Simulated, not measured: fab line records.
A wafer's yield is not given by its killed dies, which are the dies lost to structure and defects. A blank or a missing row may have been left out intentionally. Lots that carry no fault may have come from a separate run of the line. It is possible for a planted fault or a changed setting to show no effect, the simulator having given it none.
Split-lot experiment	flow rit cmos	route with 202 steps; 5 lots, 23 wafers read

== ON THE SPLIT ==
At RIT_NLDD_IMPLANT_08, the setting energy kev was moved away from the recipe's 20 on 8 of the 23 wafers read, by -6.0% to +3.9%. The other wafers ran this setting at the recipe's value.

The reading is taken at the split's own step.

== THE READING ==
implant.drp nm (the simulator's own value, which no gauge read), in nm, at RIT_NLDD_IMPLANT_08. The file does not state a usual value for it.

wafer	tool, chamber at the split	energy kev as run	against the recipe	implant.drp nm, nm	against lot-mates on the recipe
L074.1	implanter-03, 0	20	recipe	12.97	-
L074.4	implanter-03, 0	20	recipe	12.97	-
L074.5	implanter-03, 0	20	recipe	12.97	-
L076.1	implanter-01, 0	20	recipe	12.97	-
L076.6	implanter-01, 0	20	recipe	12.97	-
L076.2	implanter-01, 0	20.79	+3.9%	13.28	+0.31
L076.4	implanter-01, 0	20.79	+3.9%	13.28	+0.31
L076.5	implanter-01, 0	20.79	+3.9%	13.28	+0.31
L077.1	implanter-04, 0	20	recipe	12.97	-
L077.3	implanter-04, 0	20	recipe	12.97	-
L077.4	implanter-04, 0	20	recipe	12.97	-
L077.5	implanter-04, 0	20	recipe	12.97	-
L077.6	implanter-04, 0	20	recipe	12.97	-
L081.1	implanter-01, 0	18.81	-6.0%	12.5	-0.47
L081.5	implanter-01, 0	18.81	-6.0%	12.5	-0.47
L081.2	implanter-01, 0	20	recipe	12.97	-
L081.4	implanter-01, 0	20	recipe	12.97	-
L081.6	implanter-01, 0	20	recipe	12.97	-
L083.1	implanter-04, 0	20	recipe	12.97	-
L083.6	implanter-04, 0	20	recipe	12.97	-
L083.3	implanter-04, 0	19.26	-3.7%	12.68	-0.29
L083.4	implanter-04, 0	19.26	-3.7%	12.68	-0.29
L083.5	implanter-04, 0	19.26	-3.7%	12.68	-0.29

FIT RESULTS
A straight line over all 23 wafers: implant.drp nm changes by +0.0787 nm for each +1% of energy kev; r = +1.00; the points scatter about the line by 0.00076 nm.
The same after taking each lot's own level away (the mean of its wafers on the recipe; 23 wafers): +0.0787 nm for each +1%; r = +1.00; scatter 0.00076 nm.
The reading moves by 0.47 nm for the largest change in energy kev, on that fit.
The lots' own levels span 12.970 to 12.970 nm.
Hence the lot-to-lot level has little effect on the slope; both slopes agree.
Check: with one of the wafers moved furthest among these (-6.0%) left out of the fit, the line predicts -0.468 nm for it against its lot-mates. It came out at -0.47 nm against them.

== THESE WAFERS: OTHER SPLITS ==
Before the reading, these wafers also passed through other splits. Each is held against what the fit with the lots' levels taken away leaves over:
other split on the same wafers	wafers away from the commonest value	r with implant.drp nm (lot level and that fit taken away)
RIT_ACTIVE_CVD_03 time s	10	-0.15
RIT_ACTIVE_COAT_06 spin rpm	6	+0.38
RIT_FOX1_OXIDATION_00 ox time s	18	+0.46
RIT_NWELL_IMPLANT_08 dose cm2	6	-0.51
RIT_PWELL_DEVELOP_05 dev temp c	8	-0.25
RIT_NRETRO_SOFTBAKE_02 temp c	8	-0.32
RIT_NRETRO_DEVELOP_05 develop time s	8	+0.47
RIT_GATE_OXIDATION_05 temp c	15	+0.12
RIT_GATE_DEVELOP_15 dev temp c	8	+0.34
RIT_NLDD_COAT_01 spin rpm	8	+0.11

== THE WHOLE CHAIN: every reading that the file lists as answering this split, in the file's order ==
step	what it does	reading	change (the file's fit)	r (the file's)
RIT_NLDD_IMPLANT_08		implant.rp nm (the simulator's own value, which no gauge read)	+0.188 nm for each +1% of the setting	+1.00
RIT_NLDD_IMPLANT_08		implant.drp nm (the simulator's own value, which no gauge read)	+0.0787 nm for each +1% of the setting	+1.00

== THE FILE'S OWN FIT ==
implant.drp nm changes by +0.0787 nm for each +1% of energy kev, r = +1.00.
